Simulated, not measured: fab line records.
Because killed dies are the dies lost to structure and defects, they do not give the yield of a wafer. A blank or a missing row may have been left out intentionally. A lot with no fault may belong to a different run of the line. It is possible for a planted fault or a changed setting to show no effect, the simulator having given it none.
A lot that was struck, set against a sound lot	flow ritCmos	15 steps out of a route of 202
Sound: these wafers, L437.1, L437.3, L437.4. Wafers struck: L444.1, L444.3, L444.6. Last of all comes the cause.
Order at every step that has rows: each side's tool, ch and its chambers, its first start. Under that, the readings that differ: sound wafers	struck wafers	difference of the means	sigmas: that difference in standard deviations of wafers without a fault.
alike: words and numbers the same on both sides, and readings whose means are apart by under 2 such deviations; not compared: readings that were withheld, readings missing a value for some wafer, numbers with overlapping values and no deviation given by the record, and bounds like >300 which may hide the same value.
A row with sigmas, a row that says differs or no value, or rows on one side alone: a step with any of these is where the two part. Numbers that have no deviation but don't overlap get no sigmas and don't part them. A reading that every wafer of one side lacks parts them only if that side has two wafers or more.

first, 1 step without rows for these wafers: RIT_PLDD_IMPLANT_08.
RIT_PLDD_STRIP_09: strips in O2, time 180 s.
  sound on plasmaAsher-04 ch 0,1, day 4 14:34; struck on plasmaAsher-03 ch 0,1, day 6 02:53
  alike: drypumpMotorCurrentA
  not compared: rfHoursCounterH
RIT_PLDD_TW_MEAS_10:
  struck on filmMetro-01, day 6 03:04; sound on filmMetro-04, day 4 14:44
  alike: PLDD_TW
then, 4 steps without rows for these wafers: RIT_SPACER_CLEAN_00 (cleans in SC1, time 600 s); RIT_SPACER_CLEAN_01 (cleans in dHF, time 30 s); RIT_SPACER_CLEAN_02 (cleans in SC2, time 600 s); RIT_SPACER_CVD_03 (deposits Si3N4 from SiH2Cl2/NH3, target thk 250 nm, time 3300 s).
RIT_SPACER_THK_MEAS_04:
  struck on filmMetro-03, day 6 06:29; sound on filmMetro-02, day 4 17:05
  alike: SPACER_NITRIDE_THK
RIT_SPACER_ETCHBACK_05: etches Si3N4 in SF6/CHF3, stops on SiO2, target depth 250 nm, time 240 s.
  sound on rieDiel-04 ch 0,1,2, day 4 17:08; struck on rieDiel-04 ch 0,2,3, day 6 06:32
  alike: drypumpMotorCurrentA, oesProductAu, throttleValvePct
  not compared: rfHoursCounterH
then, 3 steps without rows for these wafers: RIT_NSD_HMDS_00 (prime time 60 s); RIT_NSD_COAT_01 (resist thk 1000 nm); RIT_NSD_SOFTBAKE_02 (time 60 s).
RIT_NSD_EXPOSE_03: exposes mask M9, target cd 40700 nm.
  sound on ilineStepper-01 ch 0, day 4 17:52; struck on ilineStepper-02 ch 0, day 6 07:16
reading	sound	struck	difference	sigmas
model.NSD.overlayXNm (nm)	-1.437 -1.437 -1.437	2.877 2.877 2.877	+4.314	
  alike: mask
following that, these wafers have no rows for 1 step: RIT_NSD_PEB_04.
RIT_M1_PROBE_99:
  rows exist in the record for the struck wafers here (prober-01, day 6 17:43), but not for the sound ones

## WHERE THEY PART
Only at RIT_M1_PROBE_99, within this record.

WHY: what the simulator had put in
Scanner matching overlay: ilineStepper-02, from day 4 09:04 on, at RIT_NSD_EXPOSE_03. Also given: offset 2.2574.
